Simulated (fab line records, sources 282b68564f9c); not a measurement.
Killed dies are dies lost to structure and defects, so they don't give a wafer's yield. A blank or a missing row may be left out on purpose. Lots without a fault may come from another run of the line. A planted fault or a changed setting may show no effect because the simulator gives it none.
A struck lot beside a sound one | flow rit_cmos | 43 steps out of a route of 202
Sound: wafers L757.3, L757.4, L757.6. Struck: wafers L766.1, L766.5, L766.6. The cause comes at the end.
At each step with rows: each side's tool, then ch and its chambers, then its first start. Under that, the readings that differ: sound wafers | struck wafers | difference of the means | sigmas: that difference in standard deviations of wafers without a fault.
alike: readings whose means differ by less than 2 such deviations, and words and numbers that are the same on both sides. not compared: withheld readings, readings that some wafer has no value for, bounds like >300 that may hide the same value, and numbers for which the record gives no deviation and whose values overlap.
The two part at a step that has a row with sigmas, a row that says differs or no value, or rows on one side only. Numbers that don't overlap but have no deviation are shown without sigmas and don't part them. A reading that every wafer of one side lacks parts them only if that side has two wafers or more.

first, 1 step without rows for these wafers: RIT_ACTIVE_HARDBAKE_12 (time 60 s).
RIT_ACTIVE_ETCH_13: etches Si3N4 in SF6, stops on SiO2, time 210 s, target depth 210 nm.
  sound on rie_diel-04 ch 0,2, day 3 06:53; struck on rie_diel-04 ch 0,1, day 5 03:50
  alike: drypump_motor_current_A, oes_product_au, throttle_valve_pct
  not compared: rf_hours_counter_h
RIT_ACTIVE_STRIP_14: strips in O2, time 180 s.
  sound on plasma_asher-01 ch 0,1, day 3 07:05; struck on plasma_asher-04 ch 0,1, day 5 03:58
  alike: drypump_motor_current_A
  not compared: rf_hours_counter_h
RIT_ACTIVE_CD_MEAS_90: target cd 1400 nm.
  sound on cd_sem-02, day 3 07:14; struck on cd_sem-02, day 5 04:08
  alike: cd_nm
then, 4 steps without rows for these wafers: RIT_ACTIVE_CLEAN_15 (cleans in SC1, time 600 s); RIT_ACTIVE_CLEAN_16 (cleans in dHF, time 30 s); RIT_ACTIVE_CLEAN_17 (cleans in SC2, time 600 s); RIT_FOX1_OXIDATION_00 (target thk 350.7 nm, ox time 1130 s).
RIT_FOX1_THK_MEAS_01:
  sound on film_metro-03, day 3 09:25; struck on film_metro-03, day 5 06:01
  reading             | sound       | struck      | difference | sigmas
  FOX1_OXIDE_THK (nm) | 364 368 368 | 355 346 345 | -18        | -2
then, 2 steps without rows for these wafers: RIT_FOX1_WET_ETCH_02 (etches SiO2 in BOE, target depth 350 nm, time 390 s); RIT_FOX2_OXIDATION_00 (target thk 350.7 nm, ox time 1130 s).
RIT_FOX2_THK_MEAS_01:
  sound on film_metro-01, day 3 10:55; struck on film_metro-03, day 5 07:31
  alike: FOX2_OXIDE_THK
RIT_FOX2_CLEAN_02: cleans in dHF, time 176.3 s.
  sound on wet_bench-01 ch 3, day 3 10:58; struck on wet_bench-01 ch 2, day 5 07:34
then, 1 step without rows for these wafers: RIT_FOX2_WET_ETCH_03 (etches Si3N4 in H3PO4, target depth 195 nm, time 2700 s).
RIT_FOX2_THK_MEAS_90:
  sound on film_metro-03, day 3 11:49; struck on film_metro-02, day 5 08:28
  alike: FIELD_OXIDE_LEFT_1_THK
then, 6 steps without rows for these wafers: RIT_NWELL_HMDS_00 (prime time 60 s); RIT_NWELL_COAT_01 (resist thk 1300 nm); RIT_NWELL_SOFTBAKE_02 (time 60 s); RIT_NWELL_EXPOSE_03 (exposes mask M2, target cd 43900 nm); RIT_NWELL_PEB_04; RIT_NWELL_DEVELOP_05 (develop time 68 s).
RIT_NWELL_OVL_MEAS_06:
  sound on overlay-02, day 3 12:52; struck on overlay-01, day 5 09:32
  alike: NWELL_OVL
then, 2 steps without rows for these wafers: RIT_NWELL_HARDBAKE_07 (time 120 s); RIT_NWELL_IMPLANT_08.
RIT_NWELL_STRIP_09: strips in O2, time 180 s.
  sound on plasma_asher-03 ch 0,1, day 3 13:21; struck on plasma_asher-02 ch 0,1, day 5 09:58
  alike: drypump_motor_current_A
  not compared: rf_hours_counter_h
RIT_NWELL_TW_MEAS_10:
  sound on film_metro-04, day 3 13:29; struck on film_metro-03, day 5 10:09
  alike: NWELL_TW
then, 6 steps without rows for these wafers: RIT_PWELL_HMDS_00 (prime time 60 s); RIT_PWELL_COAT_01 (resist thk 1300 nm); RIT_PWELL_SOFTBAKE_02 (time 60 s); RIT_PWELL_EXPOSE_03 (exposes mask M3, target cd 43700 nm); RIT_PWELL_PEB_04; RIT_PWELL_DEVELOP_05 (develop time 68 s).
RIT_PWELL_OVL_MEAS_06:
  sound on overlay-01, day 3 14:32; struck on overlay-01, day 5 11:13
  alike: PWELL_OVL
then, 2 steps without rows for these wafers: RIT_PWELL_HARDBAKE_07 (time 120 s); RIT_PWELL_IMPLANT_08.
RIT_PWELL_STRIP_09: strips in O2, time 180 s.
  sound on plasma_asher-02 ch 0,1, day 3 15:01; struck on plasma_asher-04 ch 0,1, day 5 11:39
  alike: drypump_motor_current_A
  not compared: rf_hours_counter_h
RIT_PWELL_TW_MEAS_10:
  sound on film_metro-01, day 3 15:10; struck on film_metro-04, day 5 11:49
  alike: PWELL_TW
then, 1 step without rows for these wafers: RIT_WELLDRIVE_ANNEAL_00 (time 14700 s).
RIT_WELLDRIVE_RS_MEAS_01: measures by four-point-probe.
  sound on film_metro-01, day 3 21:05; struck on film_metro-01, day 5 16:58
  reading           | sound             | struck            | difference | sigmas
  NWELL_RS (ohm/sq) | 273.8 274.1 273.1 | 276.4 276.5 275.3 | +2.4       | +3
RIT_WELLDRIVE_RS_MEAS_02: measures by four-point-probe.
  sound on film_metro-01, day 3 21:12; struck on film_metro-01, day 5 17:05
  alike: PWELL_RS
then, 2 steps without rows for these wafers: RIT_NRETRO_HMDS_00 (prime time 60 s); RIT_NRETRO_COAT_01 (resist thk 1300 nm).
RIT_M1_PROBE_99:
  sound on prober-01, day 5 01:51; struck on prober-02, day 6 21:15
  reading             | sound | struck   | difference | sigmas
  killed_at_front_end | 6 7 7 | 21 22 23 | +15        | +5
  killed_dies         | 6 8 8 | 21 22 23 | +15        | +5
  killed_on_rim       | 0 3 1 | 10 8 10  | +8         | +6
  alike: killed_at_contacts, killed_open, killed_short

WHERE THEY PART
First at RIT_FOX1_THK_MEAS_01; last, within this record, at RIT_M1_PROBE_99.

WHY: what the simulator had put in
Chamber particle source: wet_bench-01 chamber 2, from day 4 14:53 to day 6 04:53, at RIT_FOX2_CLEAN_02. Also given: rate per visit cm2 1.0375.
